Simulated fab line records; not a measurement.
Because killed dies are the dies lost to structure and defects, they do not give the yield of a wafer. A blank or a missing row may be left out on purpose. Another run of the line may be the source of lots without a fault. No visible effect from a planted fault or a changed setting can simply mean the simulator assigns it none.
Problem report in the 8D (eight disciplines) form, filled by code / flow ritCmos / the parts of the form that need people (team, actions taken, sign-off) are left out

## 1. PROBLEM STATEMENT
Across 9 wafers from 3 lots, PLDD_TW at RIT_PLDD_TW_MEAS_10 averages 2467, while fault-free wafers read 2317 with a standard deviation of 21. Relative to the usual mean, that is a shift of +7.1 standard deviations.
First observed at day 6 19:50: wafer L709.2, on filmMetro-03. The record holds 45 wafers of 15 lots with a number at this step. By rule, "out" or "out of limits" means more than 4 standard deviations away from the usual mean. Any other wafer with a number is counted as sound.

## 2. WHAT THIS IS AND IS NOT
question=which readings at this step; is=PLDD_TW; is not=-
question=which lots; is=L709, L710, L711; is not=L690, L691, L692, L694, L695, L696, L698, L699, L701, L702, L703, L708
question=which wafers of those lots; is=all that have a number; is not=-
question=read on which gauges; is=filmMetro-01, filmMetro-03; is not=filmMetro-04
question=when; is=from day 6 19:50; is not=up to then (36 sound wafers)

## 3. SUSPECTS, AND WHAT RULES EACH OUT
Counting: a tool at any process step up to the reading remains a suspect when it ran all the lots that are out and ran no sound lot after the first of those.
- the gauge at RIT_PLDD_TW_MEAS_10: ruled out. The wafers that are out were read on 2 gauges (filmMetro-01, filmMetro-03).
- implanter-01 at RIT_PLDD_IMPLANT_08: kept. Every lot that is out went through it, starting with L709 (day 6 19:32), and after that it ran no sound lot; the last sound lot it ran before then is L708 (day 6 14:25). Its own beamEnergyKeV readings are out on those wafers.
Remaining after the count: implanter-01 at RIT_PLDD_IMPLANT_08.

## 4. THE CAUSE (what the simulator had put in)
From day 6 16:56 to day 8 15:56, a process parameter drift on implanter-01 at RIT_PLDD_IMPLANT_08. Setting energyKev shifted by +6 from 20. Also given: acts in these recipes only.
The count eliminated every tool but this one.

## 5. THE CHAIN OF EFFECTS, in route order
Rows list readings where the struck wafers' mean (over those with a number) sits beyond 3 standard deviations from the usual. Only readings for which the record gives a usual standard deviation are gone through. hours: the time from each lot's start at the first step in this table that gives one to its start at this step, as a median over the lots. sigmas: the change in usual standard deviations.
hours=0; step=RIT_PLDD_IMPLANT_08; reading=beamEnergyKeV; usual=19.999; on struck wafers=26.000; change=+6.001; sigmas=+99 or more
hours=0; step=RIT_PLDD_TW_MEAS_10; reading=PLDD_TW; usual=2317; on struck wafers=2467; change=+150; sigmas=+7.1
hours=7; step=RIT_SDANNEAL_RS_MEAS_06; reading=PLDD_RS; usual=178.7 ohm/sq; on struck wafers=163.5; change=-15.2; sigmas=-29
The process steps in it:
- RIT_PLDD_IMPLANT_08

## 6. WHAT WOULD HAVE CAUGHT IT SOONER
Counted from the fault's start at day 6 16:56, it took 3 hours until the first out-of-limits reading at a measuring or inspecting step in this record, taken at day 6 19:50.
Tool's own readings at RIT_PLDD_IMPLANT_08, beamEnergyKeV: out on all struck wafers the step has rows for; an alarm limit on them would have tripped on the first.
Of the lots that are out (3), L710, L711 began RIT_PLDD_IMPLANT_08 on implanter-01 after day 6 19:50. A hold on the tool at that time would have spared those 2.
